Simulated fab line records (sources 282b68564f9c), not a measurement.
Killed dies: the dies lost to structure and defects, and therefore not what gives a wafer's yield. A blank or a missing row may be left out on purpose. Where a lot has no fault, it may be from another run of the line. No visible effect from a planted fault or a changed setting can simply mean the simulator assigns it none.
The tool behind it: which one? / flow ritCmos / Sampling: 14 lots, 42 wafers, 3 of 202 route steps

== WHAT THE GAUGES READ, wafer by wafer ==
RIT_SDANNEAL_RS_MEAS_07: a four-point-probe measurement. Usual: NLDD_RS typically reads 151.5 ohm/sq, with standard deviation 0.51.
lot=L515; measured=day 3 10:52; on=filmMetro-03; NLDD_RS (ohm/sq)=151.0 150.7 151.0; flag=
lot=L517; measured=day 3 19:17; on=filmMetro-03; NLDD_RS (ohm/sq)=150.7 150.4 150.8; flag=
lot=L520; measured=day 4 10:27; on=filmMetro-03; NLDD_RS (ohm/sq)=151.9 151.6 152.2; flag=
lot=L521; measured=day 4 19:57; on=filmMetro-01; NLDD_RS (ohm/sq)=152.6 152.9 152.9; flag=
lot=L522; measured=day 4 18:05; on=filmMetro-02; NLDD_RS (ohm/sq)=151.4 151.7 150.9; flag=
lot=L523; measured=day 4 23:11; on=filmMetro-03; NLDD_RS (ohm/sq)=152.0 152.0 151.2; flag=
lot=L524; measured=day 5 11:59; on=filmMetro-02; NLDD_RS (ohm/sq)=151.7 151.8 151.7; flag=
lot=L525; measured=day 5 12:17; on=filmMetro-01; NLDD_RS (ohm/sq)=151.5 151.6 151.5; flag=
lot=L531; measured=day 6 12:17; on=filmMetro-03; NLDD_RS (ohm/sq)=151.4 151.4 151.1; flag=
lot=L532; measured=day 6 22:42; on=filmMetro-02; NLDD_RS (ohm/sq)=150.5 151.3 151.0; flag=
lot=L535; measured=day 7 13:00; on=filmMetro-01; NLDD_RS (ohm/sq)=151.7 150.9 151.2; flag=
lot=L536; measured=day 7 16:24; on=filmMetro-01; NLDD_RS (ohm/sq)=151.7 152.1 151.3; flag=
lot=L537; measured=day 7 21:20; on=filmMetro-02; NLDD_RS (ohm/sq)=150.8 150.8 150.8; flag=
lot=L538; measured=day 8 03:11; on=filmMetro-02; NLDD_RS (ohm/sq)=151.1 151.1 151.0; flag=

== WHICH TOOL RAN EACH LOT (tool, then ch and the chambers of the sampled wafers, then the start) ==
lot=L515; RIT_ACTIVE_STRIP_14=plasmaAsher-03 ch 0,1, day 1 15:55; RIT_GATE_CLEAN_01=wetBench-04 ch 1, day 2 13:14
lot=L517; RIT_ACTIVE_STRIP_14=plasmaAsher-03 ch 0,1, day 2 05:15; RIT_GATE_CLEAN_01=wetBench-04 ch 3, day 3 00:14
lot=L520; RIT_ACTIVE_STRIP_14=plasmaAsher-01 ch 0,1, day 2 17:02; RIT_GATE_CLEAN_01=wetBench-02 ch 3, day 3 12:41
lot=L521; RIT_ACTIVE_STRIP_14=plasmaAsher-01 ch 0, day 2 21:09; RIT_GATE_CLEAN_01=wetBench-02 ch 2, day 3 18:10
lot=L522; RIT_ACTIVE_STRIP_14=plasmaAsher-04 ch 0,1, day 3 02:43; RIT_GATE_CLEAN_01=wetBench-04 ch 1, day 3 21:29
lot=L523; RIT_ACTIVE_STRIP_14=plasmaAsher-04 ch 0,1, day 3 07:08; RIT_GATE_CLEAN_01=wetBench-02 ch 1, day 4 01:39
lot=L524; RIT_ACTIVE_STRIP_14=plasmaAsher-01 ch 0,1, day 3 14:22; RIT_GATE_CLEAN_01=wetBench-02 ch 3, day 4 09:42
lot=L525; RIT_ACTIVE_STRIP_14=plasmaAsher-01 ch 0,1, day 3 16:54; RIT_GATE_CLEAN_01=wetBench-04 ch 3, day 4 13:42
lot=L531; RIT_ACTIVE_STRIP_14=plasmaAsher-04 ch 0,1, day 4 23:03; RIT_GATE_CLEAN_01=wetBench-01 ch 0, day 5 16:55
lot=L532; RIT_ACTIVE_STRIP_14=plasmaAsher-03 ch 0,1, day 5 06:33; RIT_GATE_CLEAN_01=wetBench-02 ch 1, day 6 02:31
lot=L535; RIT_ACTIVE_STRIP_14=plasmaAsher-01 ch 0,1, day 5 19:06; RIT_GATE_CLEAN_01=wetBench-01 ch 1, day 6 14:31
lot=L536; RIT_ACTIVE_STRIP_14=plasmaAsher-03 ch 0,1, day 6 00:53; RIT_GATE_CLEAN_01=wetBench-02 ch 3, day 6 18:35
lot=L537; RIT_ACTIVE_STRIP_14=plasmaAsher-03 ch 0,1, day 6 07:03; RIT_GATE_CLEAN_01=wetBench-04 ch 3, day 7 00:41
lot=L538; RIT_ACTIVE_STRIP_14=plasmaAsher-01 ch 0,1, day 6 10:08; RIT_GATE_CLEAN_01=wetBench-02 ch 1, day 7 06:58
- RIT_ACTIVE_STRIP_14: strips in O2, time 180 s.
- RIT_GATE_CLEAN_01: cleans in SC1, time 600 s.

== AS READ BY THE TOOLS THEMSELVES (means over the sampled wafers that have a number; for cases with no such wafer, the mark the record gives instead) ==
RIT_ACTIVE_STRIP_14. Usual: 5.92 A for drypumpMotorCurrentA, sd 0.3.
lot=L515; tool=plasmaAsher-03; drypumpMotorCurrentA (A)=5.96; flag=
lot=L517; tool=plasmaAsher-03; drypumpMotorCurrentA (A)=5.99; flag=
lot=L520; tool=plasmaAsher-01; drypumpMotorCurrentA (A)=6.12; flag=
lot=L521; tool=plasmaAsher-01; drypumpMotorCurrentA (A)=5.65; flag=
lot=L522; tool=plasmaAsher-04; drypumpMotorCurrentA (A)=5.50; flag=
lot=L523; tool=plasmaAsher-04; drypumpMotorCurrentA (A)=5.52; flag=
lot=L524; tool=plasmaAsher-01; drypumpMotorCurrentA (A)=5.89; flag=
lot=L525; tool=plasmaAsher-01; drypumpMotorCurrentA (A)=6.12; flag=
lot=L531; tool=plasmaAsher-04; drypumpMotorCurrentA (A)=5.64; flag=
lot=L532; tool=plasmaAsher-03; drypumpMotorCurrentA (A)=6.06; flag=
lot=L535; tool=plasmaAsher-01; drypumpMotorCurrentA (A)=6.12; flag=
lot=L536; tool=plasmaAsher-03; drypumpMotorCurrentA (A)=6.04; flag=
lot=L537; tool=plasmaAsher-03; drypumpMotorCurrentA (A)=6.07; flag=
lot=L538; tool=plasmaAsher-01; drypumpMotorCurrentA (A)=5.87; flag=

RIT_GATE_CLEAN_01. Usual: bathGuardTempC 74.9 C, standard deviation 0.49; bathHeatDutyPct 15.2 %, standard deviation 1.2.
lot=L515; tool=wetBench-04; bathGuardTempC (C)=74.9; bathHeatDutyPct (%)=15.0; flag=
lot=L517; tool=wetBench-04; bathGuardTempC (C)=75.2; bathHeatDutyPct (%)=13.5; flag=
lot=L520; tool=wetBench-02; bathGuardTempC (C)=75.5; bathHeatDutyPct (%)=16.3; flag=
lot=L521; tool=wetBench-02; bathGuardTempC (C)=74.9; bathHeatDutyPct (%)=13.5; flag=
lot=L522; tool=wetBench-04; bathGuardTempC (C)=74.9; bathHeatDutyPct (%)=14.8; flag=
lot=L523; tool=wetBench-02; bathGuardTempC (C)=74.8; bathHeatDutyPct (%)=15.7; flag=
lot=L524; tool=wetBench-02; bathGuardTempC (C)=75.4; bathHeatDutyPct (%)=16.8; flag=
lot=L525; tool=wetBench-04; bathGuardTempC (C)=75.2; bathHeatDutyPct (%)=14.9; flag=
lot=L531; tool=wetBench-01; bathGuardTempC (C)=-; bathHeatDutyPct (%)=-; flag=OFF
lot=L532; tool=wetBench-02; bathGuardTempC (C)=-; bathHeatDutyPct (%)=-; flag=OFF
lot=L535; tool=wetBench-01; bathGuardTempC (C)=74.2; bathHeatDutyPct (%)=17.1; flag=
lot=L536; tool=wetBench-02; bathGuardTempC (C)=75.4; bathHeatDutyPct (%)=16.7; flag=
lot=L537; tool=wetBench-04; bathGuardTempC (C)=75.2; bathHeatDutyPct (%)=15.5; flag=
lot=L538; tool=wetBench-02; bathGuardTempC (C)=74.8; bathHeatDutyPct (%)=15.7; flag=

== THE ANSWER, worked out from the rows above alone ==
Rule: a lot is off if the mean of its wafers that have a number lies more than 3 standard deviations from the usual mean. Also off: a lot with no number at a reading for which 4 or more lots have one. All remaining lots with rows at the step are treated as sound. The gauges are gone through in route order, then the tools' own readings, and for those a lot's mean is taken as printed above. The first step at which some lot is off is used, and at that step the reading that is off furthest; a lot without a number counts as furthest.
Off: L531, L532 (RIT_GATE_CLEAN_01, bathGuardTempC). Without a number there: L531, L532.
A tool fits if, at that step or a process step before it, it ran every lot that is off, and no sound lot after the first of them. Not one of the candidates tried fits.

== WHAT THE SIMULATOR HAD INSERTED ==
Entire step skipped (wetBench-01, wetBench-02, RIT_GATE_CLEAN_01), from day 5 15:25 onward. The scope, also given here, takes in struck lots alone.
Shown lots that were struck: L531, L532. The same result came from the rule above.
